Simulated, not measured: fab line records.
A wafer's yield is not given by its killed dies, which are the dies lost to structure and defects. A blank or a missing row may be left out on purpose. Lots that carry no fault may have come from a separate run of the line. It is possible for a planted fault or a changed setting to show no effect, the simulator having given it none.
The same fault as seen by 2 desks || flow berkeleyCmos170 || what lay behind the numbers comes last; until then each desk has only its own

FROM THE METROLOGY DESK
Means of the sampled wafers that have a number, per lot and without regard to the tool the lot ran on: this is what the gauges read. Any lot whose mean is over 4 standard deviations away from the usual mean is out of limits and marked OUT; that distance is given in the brackets.
Columns: A = PWELL_OXIDE_THK at UCB170_PWELL_THK_MEAS_03, usual 25.7 nm; B = PWELL_TW at UCB170_PWELL_TW_MEAS_17, usual 382.7; C = PFIELD_OVL at UCB170_PFIELD_OVL_MEAS_06, usual -4 nm
{"lot": "L304", "first seen here": "day 2 12:07", "A": 25.3, "B": 385.8, "C": -0}
{"lot": "L307", "first seen here": "day 3 09:46", "A": 25.7, "B": 377.0, "C": -6}
{"lot": "L308", "first seen here": "day 3 09:46", "A": 25.5, "B": 382.2, "C": -3}
{"lot": "L309", "first seen here": "day 3 19:14", "A": 25.2, "B": 385.0, "C": -8}
{"lot": "L310", "first seen here": "day 4 00:16", "A": 25.1, "B": 384.8, "C": -10}
{"lot": "L311", "first seen here": "day 4 00:16", "A": 25.8, "B": 378.1, "C": -8}
{"lot": "L312", "first seen here": "day 4 04:47", "A": 26.0, "B": 384.7, "C": 4}
{"lot": "L313", "first seen here": "day 4 07:41", "A": 26.2, "B": 385.2, "C": -2}
{"lot": "L315", "first seen here": "day 4 22:36", "A": 25.6, "B": 384.5, "C": -4}
{"lot": "L317", "first seen here": "day 5 09:28", "A": 26.1, "B": 381.9, "C": -6}
{"lot": "L321", "first seen here": "day 6 01:25", "A": 25.8, "B": 382.7, "C": 4}
{"lot": "L322", "first seen here": "day 6 08:54", "A": 25.4, "B": "459.5 (+27) OUT", "C": -2}
{"lot": "L325", "first seen here": "day 6 21:07", "A": 26.2, "B": 380.5, "C": -4}
{"lot": "L324", "first seen here": "day 6 21:09", "A": 25.4, "B": "454.7 (+26) OUT", "C": -8}
Finding of this desk: L322, L324 out of limits, first seen on L322 at day 6 14:15 (PWELL_TW at UCB170_PWELL_TW_MEAS_17). Within limits: L304, L307, L308, L309, L310, L311, L312, L313, L315, L317, L321, L325.

AT THE TOOL OWNER'S DESK: implanter-04
UCB170_PWELL_IMPLANT_15, tool's own readings: per-lot mean of the sampled wafers with a number, covering each lot this tool ran. Any lot whose mean is over 4 standard deviations away from the usual mean is out of limits and marked OUT; that distance is given in the brackets.
Columns: A = doseIonsCm2 at UCB170_PWELL_IMPLANT_15, usual 5e+12; B = faradayCurrentUA at UCB170_PWELL_IMPLANT_15, usual 15.8; C = tiltDeg at UCB170_PWELL_IMPLANT_15, usual 7.002 degrees
{"lot": "L310", "first seen here": "day 4 07:32", "A": 5e+12, "B": 15.6, "C": 7.001}
{"lot": "L317", "first seen here": "day 5 16:30", "A": 5e+12, "B": 15.7, "C": 6.999}
{"lot": "L322", "first seen here": "day 6 14:01", "A": "9e+12 (+99 or more) OUT", "B": "28.2 (+38) OUT", "C": 7.001}
{"lot": "L324", "first seen here": "day 7 05:30", "A": "9e+12 (+99 or more) OUT", "B": "28.6 (+39) OUT", "C": 6.982}
This desk's verdict: out of limits on L322, L324, starting with L322 at day 6 14:01 (doseIonsCm2 at UCB170_PWELL_IMPLANT_15). Within limits: L310, L317.

TAKEN TOGETHER
An alarm could have come from the tool owner's desk at day 6 14:01, on L322, L324.
At day 6 14:15 the metrology desk could have sounded an alarm, on L322, L324.
UCB170_PWELL_IMPLANT_15 was run on implanter-04 by each of the lots named.

WHAT WAS PUT IN BY THE SIMULATOR
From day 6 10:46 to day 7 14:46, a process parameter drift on implanter-04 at UCB170_PWELL_IMPLANT_15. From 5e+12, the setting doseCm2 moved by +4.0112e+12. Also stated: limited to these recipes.
Lots struck among those shown: L322, L324.
Time in hours from fault onset to the first out-of-limits reading at each desk: tool owner's desk 3, metrology desk 3.
